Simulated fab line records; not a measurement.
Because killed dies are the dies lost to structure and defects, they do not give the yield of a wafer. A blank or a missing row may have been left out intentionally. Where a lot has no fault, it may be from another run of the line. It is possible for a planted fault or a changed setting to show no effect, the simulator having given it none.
What tool caused it?	flow berkeley_cmos170	Sampling: 14 lots, 42 wafers, 3 of 331 route steps

WHAT THE GAUGES SHOWED, per wafer
UCB170_M3_CD_MEAS_90: the cd target is 700 nm.
lot	measured	on	cd_nm (nm)
L540	day 8 05:49	cd_sem-01	702.5 700.4 703.4
L539	day 8 08:10	cd_sem-02	701.4 701.9 704.0
L542	day 8 08:13	cd_sem-01	701.0 701.3 697.9
L541	day 8 08:30	cd_sem-01	696.9 699.6 701.2
L549	day 10 01:32	cd_sem-02	674.9 675.7 673.3
L550	day 10 02:13	cd_sem-02	675.3 673.4 673.7
L552	day 10 09:01	cd_sem-02	701.8 701.7 698.2
L553	day 10 13:25	cd_sem-02	704.1 702.6 702.1
L554	day 10 22:54	cd_sem-01	699.5 699.1 701.3
L555	day 11 03:23	cd_sem-01	699.3 697.5 697.4
L557	day 11 13:59	cd_sem-01	702.3 702.5 701.7
L559	day 11 18:06	cd_sem-02	700.9 699.6 703.2
L560	day 11 20:50	cd_sem-01	702.5 701.5 699.6
L562	day 13 04:29	cd_sem-02	699.5 699.0 699.0

EACH LOT AND THE TOOL THAT RAN IT (in order: tool; ch and the chambers of the sampled wafers; start)
lot	UCB170_M3_METAL_ETCH_18	UCB170_M3_STRIP_19
L540	rie_metal-04 ch 0,1, day 8 05:31	plasma_asher-01 ch 0,1, day 8 05:43
L539	rie_metal-02 ch 0,1, day 8 07:51	plasma_asher-01 ch 0,1, day 8 08:02
L542	rie_metal-04 ch 0,1, day 8 07:55	plasma_asher-04 ch 0,1, day 8 08:06
L541	rie_metal-01 ch 0,1, day 8 08:08	plasma_asher-01 ch 0,1, day 8 08:19
L549	rie_metal-01 ch 0,1, day 10 01:15	plasma_asher-01 ch 1, day 10 01:26
L550	rie_metal-01 ch 0,1, day 10 01:54	plasma_asher-02 ch 0,1, day 10 02:05
L552	rie_metal-02 ch 0,1, day 10 08:44	plasma_asher-02 ch 0,1, day 10 08:54
L553	rie_metal-04 ch 0,1, day 10 13:08	plasma_asher-04 ch 0,1, day 10 13:18
L554	rie_metal-02 ch 0,1, day 10 22:31	plasma_asher-04 ch 0,1, day 10 22:42
L555	rie_metal-04 ch 0,1, day 11 03:05	plasma_asher-04 ch 0,1, day 11 03:16
L557	rie_metal-04 ch 1, day 11 13:32	plasma_asher-02 ch 0,1, day 11 13:51
L559	rie_metal-02 ch 1, day 11 17:47	plasma_asher-01 ch 0,1, day 11 17:59
L560	rie_metal-04 ch 0,1, day 11 20:32	plasma_asher-02 ch 0,1, day 11 20:43
L562	rie_metal-02 ch 0,1, day 13 04:13	plasma_asher-01 ch 0,1, day 13 04:23
- UCB170_M3_METAL_ETCH_18: etches Al in Cl2/BCl3, stops on SiO2, target depth 1170 nm, time 195 s.
- UCB170_M3_STRIP_19: strips in O2.

WHAT THE TOOLS THEMSELVES READ (means of the sampled wafers that have a number; where no wafer has one, the mark that the record gives instead)
UCB170_M3_METAL_ETCH_18.
lot	tool	drypump_motor_current_A (A)	oes_product_au (a.u.)	throttle_valve_pct (%)
L540	rie_metal-04	5.5	0.862	24.31
L539	rie_metal-02	5.5	0.867	24.34
L542	rie_metal-04	5.6	0.852	24.26
L541	rie_metal-01	6.0	0.828	24.50
L549	rie_metal-01	5.6	0.839	24.55
L550	rie_metal-01	5.6	0.836	24.55
L552	rie_metal-02	5.5	0.863	24.35
L553	rie_metal-04	5.5	0.851	24.31
L554	rie_metal-02	5.5	0.849	24.30
L555	rie_metal-04	5.5	0.871	24.30
L557	rie_metal-04	5.8	0.851	24.20
L559	rie_metal-02	5.4	0.844	24.26
L560	rie_metal-04	5.6	0.851	24.26
L562	rie_metal-02	5.5	0.858	24.29

UCB170_M3_STRIP_19.
lot	tool	drypump_motor_current_A (A)	oes_product_au (a.u.)
L540	plasma_asher-01	6.0	0.543
L539	plasma_asher-01	6.1	0.534
L542	plasma_asher-04	6.2	0.556
L541	plasma_asher-01	6.1	0.536
L549	plasma_asher-01	5.9	0.312
L550	plasma_asher-02	5.6	0.313
L552	plasma_asher-02	5.4	0.546
L553	plasma_asher-04	6.1	0.557
L554	plasma_asher-04	6.2	0.538
L555	plasma_asher-04	6.2	0.556
L557	plasma_asher-02	5.6	0.556
L559	plasma_asher-01	6.2	0.534
L560	plasma_asher-02	5.6	0.550
L562	plasma_asher-01	6.0	0.541

THE ANSWER, worked out from the rows above alone
Rule: the lots themselves supply what counts as usual. Put in order of their means at a reading, lots are off if they are a third of the lots or fewer, leave a main group of 4 or more, and stand apart from it by a gap of 3 or more times the standard deviation of the main group's means; of several such gaps the widest counts. A main group whose means are all the same, to the digits that the tables above print for the reading, isn't used. Also off: a lot with no number at a reading for which 4 or more lots have one. All remaining lots with rows at the step are treated as sound. After the gauges, taken in route order, come the tools' own readings; for these a lot's mean is taken, as printed above. The first step at which some lot is off is used, and at that step the reading that is off furthest; a lot without a number counts as furthest.
Off: L549, L550, at UCB170_M3_CD_MEAS_90 (cd_nm). Main group: mean 700.8 nm, sd 1.4.
A tool fits if, at a process step before that reading, it ran every lot that is off, and no sound lot after the first of them. The gauges at UCB170_M3_CD_MEAS_90 aren't tried: what is off there is off at UCB170_M3_METAL_ETCH_18 too, on other tools, and a gauge's error can't cause that. One fits: UCB170_M3_METAL_ETCH_18 on rie_metal-01. Its last sound lot is L541 (day 8 08:08), its first lot that is off L549 (day 10 01:15): a fault that began between those two fits.

WHAT THE SIMULATOR HAD INSERTED
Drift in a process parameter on rie_metal-01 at UCB170_M3_METAL_ETCH_18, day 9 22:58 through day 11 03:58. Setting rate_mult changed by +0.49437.
Shown lots that were struck: L549, L550. The rule given above showed the same thing.
